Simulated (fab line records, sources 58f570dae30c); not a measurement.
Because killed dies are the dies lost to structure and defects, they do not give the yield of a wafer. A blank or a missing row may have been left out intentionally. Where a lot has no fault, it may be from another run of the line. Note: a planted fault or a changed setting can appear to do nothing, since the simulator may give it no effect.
Split-lot study ; flow berkeley cmos170 ; on a route of 331 steps: 5 lots, 27 wafers read

SPLIT DETAILS
At UCB170_START_OXIDATION_02 (target thk 20 nm, ox time 1800 s), the setting ox time s was moved away from the recipe's 1800 s on 6 of the 27 wafers read, by -33.0%. All remaining wafers had this setting at the recipe value.

No step appears in the file between the split and the reading.

THE READING
START_OXIDE_THK (nm), taken at UCB170_START_THK_MEAS_03. On this fab line, fault-free wafers typically give 20.19 nm with a standard deviation of 0.26 nm.

wafer;tool, chamber at the split;ox time s as run, s;against the recipe;START_OXIDE_THK, nm;against lot-mates on the recipe
L076.1;-, -;1800;recipe;20.30;-
L076.2;-, -;1800;recipe;20.05;-
L076.3;-, -;1800;recipe;19.77;-
L076.4;-, -;1800;recipe;19.90;-
L076.5;-, -;1800;recipe;19.95;-
L076.6;-, -;1800;recipe;20.14;-
L077.1;-, -;1206;-33.0%;15.59;no lot-mate on the recipe
L077.2;-, -;1206;-33.0%;15.76;no lot-mate on the recipe
L077.3;-, -;1206;-33.0%;16.03;no lot-mate on the recipe
L077.4;-, -;1206;-33.0%;15.82;no lot-mate on the recipe
L077.5;-, -;1206;-33.0%;15.84;no lot-mate on the recipe
L077.6;-, -;1206;-33.0%;16.00;no lot-mate on the recipe
L078.2;furnace-02, 0;1800;recipe;20.21;-
L078.3;furnace-02, 0;1800;recipe;20.35;-
L078.5;furnace-02, 0;1800;recipe;19.94;-
L082.1;-, -;1800;recipe;20.11;-
L082.2;-, -;1800;recipe;19.94;-
L082.3;-, -;1800;recipe;20.20;-
L082.4;-, -;1800;recipe;19.86;-
L082.5;-, -;1800;recipe;20.20;-
L082.6;-, -;1800;recipe;20.14;-
L084.1;-, -;1800;recipe;20.17;-
L084.2;-, -;1800;recipe;19.98;-
L084.3;-, -;1800;recipe;20.12;-
L084.4;-, -;1800;recipe;20.07;-
L084.5;-, -;1800;recipe;19.99;-
L084.6;-, -;1800;recipe;19.93;-

FIT RESULTS
A straight line over all 27 wafers: START_OXIDE_THK changes by +0.128 nm for each +1% of ox time s; r = +1.00; the points scatter about the line by 0.15 nm.
Too few moved wafers have a lot-mate on the recipe to fit a line with each lot's own level taken away.

THE WHOLE CHAIN: every reading that the file lists as answering this split, in the file's order
step;what it does;reading;change (the file's fit);r (the file's)
UCB170_START_OXIDATION_02;target thk 20 nm, ox time 1800 s;SiO2_of_START_OXIDATION_02.thk nm (the simulator's own value, which no gauge read);+0.128 nm for each +1% of the setting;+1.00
UCB170_START_THK_MEAS_03;;START_OXIDE_THK;+0.128 for each +1% of the setting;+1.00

FILE'S OWN FIT
START_OXIDE_THK changes by +0.128 nm for each +1% of ox time s, r = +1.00.
